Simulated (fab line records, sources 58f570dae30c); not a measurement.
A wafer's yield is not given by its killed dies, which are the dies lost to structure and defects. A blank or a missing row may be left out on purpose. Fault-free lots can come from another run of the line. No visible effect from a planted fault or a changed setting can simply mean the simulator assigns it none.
A lot that was struck, set against a sound lot -- flow berkeley_cmos170 -- 44 steps out of a route of 331
Sound: these wafers, L351.1, L351.2, L351.4. Wafers L357.4, L357.5, L357.6 were the ones struck. Last of all comes the cause.
For every step that has rows: the tool of each side, followed by ch and its chambers, followed by its first start. Under that, the readings that differ: sound wafers -- struck wafers -- difference of the means -- sigmas: that difference in standard deviations of wafers without a fault.
alike: same words and numbers on both sides, and readings whose means sit less than 2 such deviations apart. not compared: any withheld reading, any reading some wafer has no value for, any bound like >300 that may hide the same value, and any number with overlapping values for which the record gives no deviation.
The two part at a step that has a row with sigmas, a row that says differs or no value, or rows on one side only. Numbers that don't overlap but have no deviation are shown without sigmas and don't part them. A reading missing from all wafers of one side parts the sides only when that side holds two or more wafers.

first, 1 step without rows for these wafers: UCB170_PLDD_IMPLANT_09.
UCB170_PLDD_STRIP_10: strips in O2.
  sound on plasma_asher-03 ch 0,1, day 8 23:22; struck on plasma_asher-04 ch 0,1, day 10 06:23
reading,sound,struck,difference,sigmas
drypump_motor_current_A (A),5.3 5.6 5.3,6.6 6.1 6.6,+1.0,+2
strip_time_to_endpoint_s (s),21.41 21.44 21.42,21.69 21.64 21.58,+0.21,+3
  alike: o2_flow_sccm, oes_product_au
  not compared: rf_hours_counter_h
UCB170_PLDD_TW_MEAS_11:
  sound on film_metro-03 at day 8 23:28; struck on film_metro-03 at day 10 06:29
  alike: PLDD_TW
then, 7 steps without rows for these wafers: UCB170_PLDD_CLEAN_12 (cleans in SPM, time 600 s); UCB170_NLDD_HMDS_00 (prime time 60 s); UCB170_NLDD_COAT_01 (resist thk 900 nm); UCB170_NLDD_SOFTBAKE_02 (time 60 s); UCB170_NLDD_EXPOSE_03 (exposes mask NSELECT, target cd 1200 nm); UCB170_NLDD_PEB_04; UCB170_NLDD_DEVELOP_05 (develop time 42.84 s).
UCB170_NLDD_CD_MEAS_06 targets a cd of 1200 nm.
  sound on cd_sem-02 at day 9 01:16; struck on cd_sem-01 at day 10 07:59
  alike: cd_nm
UCB170_NLDD_OVL_MEAS_07:
  sound on overlay-01 at day 9 01:23; struck on overlay-01 at day 10 08:04
  alike: NLDD_OVL
UCB170_NLDD_IMPLANT_08:
  sound on implanter-04 ch 0, day 9 01:26; struck on implanter-01 ch 0, day 10 08:10
reading,sound,struck,difference,sigmas
dose_ions_cm2,5.005e+13 5.015e+13 5.007e+13,2.758e+13 2.754e+13 2.752e+13,-2.254e+13,-99 or more
faraday_current_uA,159 153 157,86 88 85,-70,-22
next, for these wafers, 1 step has no rows: UCB170_NLDD_IMPLANT_09.
UCB170_NLDD_STRIP_10: strips in O2.
  sound on plasma_asher-01 ch 0,1, day 9 01:44; struck on plasma_asher-01 ch 0,1, day 10 08:25
  alike: drypump_motor_current_A, o2_flow_sccm, oes_product_au, strip_time_to_endpoint_s
  not compared: rf_hours_counter_h
UCB170_NLDD_TW_MEAS_11:
  sound on film_metro-02 at day 9 01:50; struck on film_metro-03 at day 10 08:31
reading,sound,struck,difference,sigmas
NLDD_TW,2183 2187 2201,2073 2063 2074,-120,-7
then, 1 step without rows for these wafers: UCB170_NLDD_CLEAN_12 (cleans in SPM, time 600 s).
UCB170_SPACER_CVD_00: deposits SiO2 from TEOS/O2, target thk 376 nm, time 47 s.
  sound on pecvd-03 ch 0,2, day 9 02:05; struck on pecvd-04 ch 0,1,2, day 10 08:44
  alike: heater_power_w
UCB170_SPACER_THK_MEAS_01:
  sound on film_metro-01 at day 9 02:07; struck on film_metro-03 at day 10 08:47
  alike: SPACER_TEOS_THK
then, 1 step without rows for these wafers: UCB170_SPACER_ANNEAL_02 (time 1800 s).
UCB170_SPACER_ETCHBACK_03: etches SiO2 in CHF3/CF4/Ar, stops on Si, target depth 376 nm, time 100 s.
  sound on rie_diel-01 ch 1,2,3, day 9 06:41; struck on rie_diel-02 ch 0,1, day 10 14:44
  alike: drypump_motor_current_A, oes_product_au, throttle_valve_pct
  not compared: rf_hours_counter_h
then, 6 steps without rows for these wafers: UCB170_PSD_HMDS_00 (prime time 60 s); UCB170_PSD_COAT_01 (resist thk 900 nm); UCB170_PSD_SOFTBAKE_02 (time 60 s); UCB170_PSD_EXPOSE_03 (exposes mask PSELECT MOD, target cd 1200 nm); UCB170_PSD_PEB_04; UCB170_PSD_DEVELOP_05 (develop time 45 s).
UCB170_PSD_CD_MEAS_06 targets a cd of 1200 nm.
  sound on cd_sem-02 at day 9 08:46; struck on cd_sem-01 at day 10 16:23
  alike: cd_nm
UCB170_PSD_OVL_MEAS_07:
  sound on overlay-01 at day 9 08:55; struck on overlay-02 at day 10 16:28
  alike: PSD_OVL
next, for these wafers, 1 step has no rows: UCB170_PSD_IMPLANT_08.
UCB170_PSD_STRIP_09: strips in O2.
  sound on plasma_asher-02 ch 0,1, day 9 09:06; struck on plasma_asher-02 ch 0,1, day 10 16:40
  alike: drypump_motor_current_A, o2_flow_sccm, oes_product_au, strip_time_to_endpoint_s
  not compared: rf_hours_counter_h
UCB170_PSD_TW_MEAS_10:
  sound on film_metro-02 at day 9 09:12; struck on film_metro-03 at day 10 16:46
reading,sound,struck,difference,sigmas
PSD_TW,2287 2298 2301,2339 2341 2361,+52,+3
then, 7 steps without rows for these wafers: UCB170_PSD_CLEAN_11 (cleans in SPM, time 600 s); UCB170_NSD_HMDS_00 (prime time 60 s); UCB170_NSD_COAT_01 (resist thk 900 nm); UCB170_NSD_SOFTBAKE_02 (time 60 s); UCB170_NSD_EXPOSE_03 (exposes mask NSELECT MOD, target cd 1200 nm); UCB170_NSD_PEB_04; UCB170_NSD_DEVELOP_05 (develop time 45 s).
UCB170_NSD_CD_MEAS_06 targets a cd of 1200 nm.
  sound on cd_sem-01 at day 9 11:24; struck on cd_sem-01 at day 10 21:16
  alike: cd_nm
UCB170_NSD_OVL_MEAS_07:
  sound on overlay-02 at day 9 11:31; struck on overlay-02 at day 10 21:20
  alike: NSD_OVL
next, for these wafers, 1 step has no rows: UCB170_NSD_IMPLANT_08.
UCB170_SDANNEAL_RS_MEAS_05: uses a four-point probe to measure.
  sound on film_metro-01 at day 9 13:44; struck on film_metro-02 at day 11 00:38
reading,sound,struck,difference,sigmas
NLDD_RS (ohm/sq),616.4 617.1 618.3,730.6 730.9 731.1,+113.6,+81
UCB170_M3_PROBE_99:
  sound on prober-01 at day 10 13:41; struck on prober-02 at day 12 01:07
reading,sound,struck,difference,sigmas
model.etest.nldd.line_ohm_um,1304 1321 1307,1522 1515,+208,
model.etest.nldd.rs_ohm_sq,773.6 772.4 773.1,936.1 938.1,+164.1,
model.etest.nmos_0p35.r_on_ohm_um,1470 1454 1479,1528 1557,+75,
model.etest.nmos_0p6.r_on_ohm_um,2288 2275 2293,2344 2395,+84,
model.etest.nmos_turned.overlap_ff_um,0.2805 0.2805 0.283,0.2767 0.2732,-0.0064,
model.etest.nmos_0p35.overlap_ff_um,0.2667 0.2674 0.2674,0.2721 0.2695,+0.0036,

== WHERE THEY PART ==
At UCB170_PLDD_STRIP_10 first; at UCB170_SDANNEAL_RS_MEAS_05 last (within this record only).

WHY: what the simulator had put in
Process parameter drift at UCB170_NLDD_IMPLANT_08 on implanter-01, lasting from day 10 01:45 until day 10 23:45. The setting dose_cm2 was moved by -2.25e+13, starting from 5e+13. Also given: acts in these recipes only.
